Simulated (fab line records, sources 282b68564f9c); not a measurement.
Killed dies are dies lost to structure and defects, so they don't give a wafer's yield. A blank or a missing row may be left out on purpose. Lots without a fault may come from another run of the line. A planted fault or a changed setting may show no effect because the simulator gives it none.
fab line records | flow rit_cmos
record lots=7 wafers=21 last_day=7
route steps=202 shown ACTIVE@19 FOX1@20 FOX2@23 NWELL@28 M1@202
lots that met no fault: from a run of the same line without faults
start_h: hours from the record's first day to the start of the lot's first wafer shown | wait_h: hours since the lot's step before | " the same as in the row above | L1.1+2: a row that stands for several wafers | - no value, or no start given | * or withheld: withheld | < > ~ a bound
route shown NAME@n: a module of which the file shows steps, and the number in the route of the first | usual: mean/standard deviation of fault-free wafers | same: alike in all rows | chamber/n: place in a boat | sites: the reading at each site | _std_site: their standard deviation | _edge_site: outer sites' mean less inner sites' | radius_mm: how far each site lies from the wafer's centre | mask NAME#n: copy n | behind: the tool/chamber that last shaped the wafer | hold: why the lot was held/for how many hours/how that ended | device: the transistor (n, p or np) that didn't switch | end of line: the same wafers' tests at the end of the route | a step without rows: its recipe alone | killed: dies lost to structure and defects at the first sort, not the wafer's yield | map: a wafer's dies, x killed, . not, _ none there
set.NAME: the setting as run; set.NAME@STEP: as run at that earlier step | model.NAME: the simulator's own value behind a step, which no gauge read
lots at some steps of the route; a table a step, a row a wafer
services: from which hour (start_h, from the record's first day; less than 0 if before it) a tool's chamber was out of use, for how many hours, and why
## steps
# step RIT_ACTIVE_CLEAN_17
# recipe chemistry=SC2 mix=3:3:50 time_s=600 temp_c=75 dry=n2_spin
# step RIT_FOX1_OXIDATION_00
# recipe temp_c=1100 ambient=H2O target_thk_a=3507 p_h2o_torr=720 ox_time_s=1130
# step RIT_FOX1_THK_MEAS_01
# recipe reads=SiO2_of_FOX1_OXIDATION_00
# usual FOX1_OXIDE_THK=345/5.8
# columns lot.wafer tool chamber start_h wait_h FOX1_OXIDE_THK[nm]
L588.2 film_metro-03 - 19.39 0.0 334
L588.3 " - " " 345
L588.6 " - " " 341
L596.2 film_metro-02 - 60.62 0.0 347
L596.3 " - " " 344
L596.4 " - " " 342
L601.1 film_metro-02 - 85.74 0.0 345
L601.2 " - " " 349
L601.3 " - " " 349
L603.2 film_metro-02 - 97.47 0.0 338
L603.4 " - " " 335
L603.6 " - " " 342
L604.3 film_metro-02 - 102.41 0.0 347
L604.5 " - " " 351
L604.6 " - " " 352
L608.1 film_metro-04 - 123.53 0.0 338
L608.3 " - " " 343
L608.4 " - " " 341
L610.1 film_metro-02 - 134.41 0.0 361
L610.2 " - " " 359
L610.3 " - " " 357
# step RIT_FOX1_WET_ETCH_02
# recipe chemistry=BOE target_depth_nm=350 time_s=390 temp_c=21.5 dry=n2_spin dilution=10:1 target=SiO2
# step RIT_FOX2_OXIDATION_00
# recipe temp_c=1100 ambient=H2O target_thk_a=3507 p_h2o_torr=720 ox_time_s=1130
# step RIT_FOX2_THK_MEAS_01
# recipe reads=SiO2_of_FOX2_OXIDATION_00
# usual FOX2_OXIDE_THK=345/6.2
# columns lot.wafer tool chamber start_h wait_h FOX2_OXIDE_THK[nm]
L588.2 film_metro-03 - 21.12 0.0 351
L588.3 " - " " 350
L588.6 " - " " 354
L596.2 film_metro-02 - 64.16 0.0 342
L596.3 " - " " 348
L596.4 " - " " 343
L601.1 film_metro-02 - 91.06 0.0 334
L601.2 " - " " 333
L601.3 " - " " 336
L603.2 film_metro-01 - 100.84 0.0 344
L603.4 " - " " 345
L603.6 " - " " 343
L604.3 film_metro-02 - 106.03 0.0 343
L604.5 " - " " 349
L604.6 " - " " 347
L608.1 film_metro-02 - 125.25 0.0 344
L608.3 " - " " 346
L608.4 " - " " 350
L610.1 film_metro-03 - 135.90 0.0 342
L610.2 " - " " 346
L610.3 " - " " 345
# step RIT_FOX2_CLEAN_02
# recipe chemistry=dHF dilution=50:1 time_s=180
# step RIT_FOX2_WET_ETCH_03
# recipe chemistry=H3PO4 target=Si3N4 target_depth_nm=195 temp_c=165 time_s=2700
# step RIT_FOX2_THK_MEAS_90
# recipe reads=SiO2_of_FOX2_OXIDATION_00
# usual FIELD_OXIDE_LEFT_1_THK=318/6.2
# columns lot.wafer tool chamber start_h wait_h FIELD_OXIDE_LEFT_1_THK[nm]
L588.2 film_metro-02 - 22.06 0.0 323
L588.3 " - " " 322
L588.6 " - " " 326
L596.2 film_metro-03 - 65.05 0.0 314
L596.3 " - " " 320
L596.4 " - " " 315
L601.1 film_metro-01 - 91.94 0.0 307
L601.2 " - " " 305
L601.3 " - " " 308
L603.2 film_metro-01 - 101.76 0.0 316
L603.4 " - " " 318
L603.6 " - " " 316
L604.3 film_metro-02 - 107.67 0.0 315
L604.5 " - " " 322
L604.6 " - " " 319
L608.1 film_metro-01 - 126.13 0.0 317
L608.3 " - " " 319
L608.4 " - " " 323
L610.1 film_metro-01 - 136.78 0.0 314
L610.2 " - " " 318
L610.3 " - " " 318
# step RIT_NWELL_HMDS_00
# recipe prime_time_s=60 prime_temp_c=140
# step RIT_NWELL_COAT_01
# recipe resist=NOVOLAK spin_rpm=2000 resist_thk_nm=1300
# step RIT_NWELL_SOFTBAKE_02
# recipe resist=NOVOLAK temp_c=90 time_s=60
# step RIT_NWELL_EXPOSE_03
# recipe mask_id=M2 na=0.57 target_cd_nm=43900 dose_mj=250
# columns lot.wafer tool chamber start_h wait_h mask model.NWELL.overlay_x_nm
L588.2+3+6 iline_stepper-01 0 22.58 0.1 M2#0 -1.572
L596.2+3+4 iline_stepper-01 0 65.57 0.1 M2#0 -0.6474
L601.1+2+3 iline_stepper-01 0 92.58 0.2 M2#0 5135
L603.2+4+6 iline_stepper-01 0 102.40 0.2 M2#0 5134
L604.3+5+6 iline_stepper-01 0 108.20 0.1 M2#0 5134
L608.1+3+4 iline_stepper-02 0 126.76 0.2 M2#0 -1.787
L610.1+2+3 iline_stepper-02 0 137.73 0.2 M2#0 0.9731
# step RIT_NWELL_PEB_04
# recipe resist=NOVOLAK temp_c=withheld time_s=withheld
# step RIT_NWELL_DEVELOP_05
# recipe resist=NOVOLAK develop_time_s=68 dev_temp_c=23
# step RIT_NWELL_OVL_MEAS_06
# usual NWELL_OVL=-1.2/1.4
# columns lot.wafer tool chamber start_h wait_h hold NWELL_OVL[nm]
L588.2 overlay-01 - 23.00 - - -0.9
L588.3 " - " " - -2.3
L588.6 " - " " - 0.1
L596.2 overlay-02 - 65.98 - - -2.1
L596.3 " - " " - -1.6
L596.4 " - " " - -1.4
L601.1 overlay-01 - 93.01 - await_dispo/0.2h/release -
L601.2 " - " " await_dispo/0.2h/release -
L601.3 " - " " await_dispo/0.2h/release -
L601.1 overlay-01 - 93.21 0.2 - -
L601.2 " - " " - -
L601.3 " - " " - -
L603.2 overlay-02 - 102.82 - await_dispo/0.2h/release -
L603.4 " - " " await_dispo/0.2h/release -
L603.6 " - " " await_dispo/0.2h/release -
L603.2 overlay-02 - 103.02 0.2 - -
L603.4 " - " " - -
L603.6 " - " " - -
L604.3 overlay-01 - 108.60 - await_dispo/0.2h/release -
L604.5 " - " " await_dispo/0.2h/release -
L604.6 " - " " await_dispo/0.2h/release -
L604.3 overlay-01 - 108.80 0.2 - -
L604.5 " - " " - -
L604.6 " - " " - -
L608.1 overlay-01 - 127.40 - - -2.1
L608.3 " - " " - -1.8
L608.4 " - " " - -1.7
L610.1 overlay-02 - 138.35 - - -2.0
L610.2 " - " " - -2.5
L610.3 " - " " - -0.1
# step RIT_M1_PROBE_99
# usual defect_limited_yield=97.5/1.1 killed_at_front_end=6.6/2.9 killed_dies=6.7/3 killed_open=3.5/2.1 killed_short=3.2/1.8 sort_bin_3_pad_short=0.1/0.19 sort_bin_5_function=1.4/0.84 sort_bin_6_memory=1.0/0.67 sort_n_pass=257.3/3 sort_yield_pct=97.5/1.1
# same gross_dies=264 killed_at_M0_to_M3=0 killed_at_M4_up=0 killed_at_back_side=0 killed_at_contacts=0 killed_at_other=0
# columns lot.wafer tool chamber start_h wait_h defect_limited_yield[%] killed_at_front_end killed_dies killed_open killed_short sort_bin_3_pad_short[%] sort_bin_5_function[%] sort_bin_6_memory[%] sort_n_pass sort_yield_pct[%]
L588.2 prober-02 - 61.25 0.1 96.6 9 9 5 4 0 2.3 1.1 255.0 96.6
L588.3 prober-02 - 61.30 0.2 96.6 9 9 4 5 0.4 2.3 0.8 255.0 96.6
L588.6 prober-02 - 61.45 0.2 98.5 4 4 2 2 0 1.1 0.4 260.0 98.5
L596.2 prober-02 - 106.69 0.1 97.7 6 6 4 2 0 1.1 1.1 258.0 97.7
L596.3 prober-02 - 106.74 0.2 96.2 10 10 8 2 0 2.3 1.5 254.0 96.2
L596.4 prober-02 - 106.79 0.2 95.1 13 13 9 4 0 3.8 1.1 251.0 95.1
L608.1 prober-01 - 172.66 0.1 97.7 6 6 2 4 0 1.1 1.1 258.0 97.7
L608.3 prober-01 - 172.76 0.2 97.7 6 6 3 3 0.4 0.4 1.5 258.0 97.7
L608.4 prober-01 - 172.81 0.2 100.0 0 0 0 0 0 0 0 264.0 100.0
L610.1 prober-01 - 179.83 0.1 97.3 7 7 3 4 0 1.9 0.8 257.0 97.3
L610.2 prober-01 - 179.88 0.1 99.6 1 1 1 0 0 0.4 0 263.0 99.6
L610.3 prober-01 - 179.93 0.2 97.0 8 8 6 2 0.4 1.1 1.5 256.0 97.0
# killed by level:class
L588.2 FOX2:geometric_particle:open=4 GATE:geometric_particle:short=2 SPACER:geometric_particle:short=2 GATE:geometric_particle:open=1
L588.3 FOX2:geometric_particle:open=2 FOX1:geometric_particle:short=1 FOX2:geometric_particle:short=1 GATE:geometric_particle:open=1 REOX:geometric_particle:short=1 SPACER:geometric_particle:short=1 SILICIDE:geometric_particle:open=1 SILICIDE:geometric_particle:short=1
L588.6 REOX:geometric_particle:open=2 GATE:geometric_particle:short=1 SILICIDE:geometric_particle:short=1
L596.2 GATE:geometric_particle:open=2 FOX2:geometric_particle:short=1 GATE:geometric_particle:short=1 REOX:geometric_particle:open=1 SPACER:geometric_particle:open=1
L596.3 GATE:geometric_particle:open=4 GATE:geometric_particle:short=2 FOX1:geometric_particle:open=1 REOX:geometric_particle:open=1 SPACER:geometric_particle:open=1 SILICIDE:geometric_particle:open=1
L596.4 REOX:geometric_particle:open=4 FOX1:geometric_particle:open=2 FOX1:geometric_particle:short=1 GATE:geometric_particle:open=1 GATE:geometric_particle:short=1 REOX:geometric_particle:short=1 SPACER:geometric_particle:short=1 SPACER:geometric_particle:open=1
L608.1 FOX1:geometric_particle:open=2 FOX1:geometric_particle:short=2 REOX:geometric_particle:short=2
L608.3 FOX1:geometric_particle:short=2 FOX1:geometric_particle:open=1 GATE:geometric_particle:open=1 REOX:geometric_particle:open=1 SILICIDE:geometric_particle:short=1
L610.1 FOX1:geometric_particle:short=1 FOX1:geometric_particle:open=1 FOX2:geometric_particle:short=1 GATE:geometric_particle:open=1 SPACER:geometric_particle:open=1 SPACER:geometric_particle:short=1 SILICIDE:geometric_particle:short=1
L610.2 SPACER:geometric_particle:open=1
L610.3 GATE:geometric_particle:open=3 FOX1:geometric_particle:open=1 FOX2:geometric_particle:short=1 GATE:geometric_particle:short=1 SPACER:geometric_particle:open=1 SILICIDE:geometric_particle:open=1
## services
# columns tool chamber start_h hours kind
iline_stepper-01 - 57.30 1.7 pm
## key
first_sign step=RIT_NWELL_OVL_MEAS_06 reading=visit direction=added
effect step=RIT_NWELL_OVL_MEAS_06 reading=hold direction=added
model_effect step=RIT_NWELL_EXPOSE_03 value=NWELL.overlay_x_nm without=1.178 struck=5134
met_at RIT_NWELL_EXPOSE_03
struck_wafers L601.1,L601.2,L601.3,L603.2,L603.4,L603.6,L604.3,L604.5,L604.6
scrapped_behind RIT_NWELL_OVL_MEAS_06 L601.1,L601.2,L601.3,L603.2,L603.4,L603.6,L604.3,L604.5,L604.6
onset_between 65.57 92.58
fault kind=scanner_matching_overlay tool=iline_stepper-01 chamber=- onset_h=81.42 steps=RIT_NWELL_EXPOSE_03 offset=5132.9
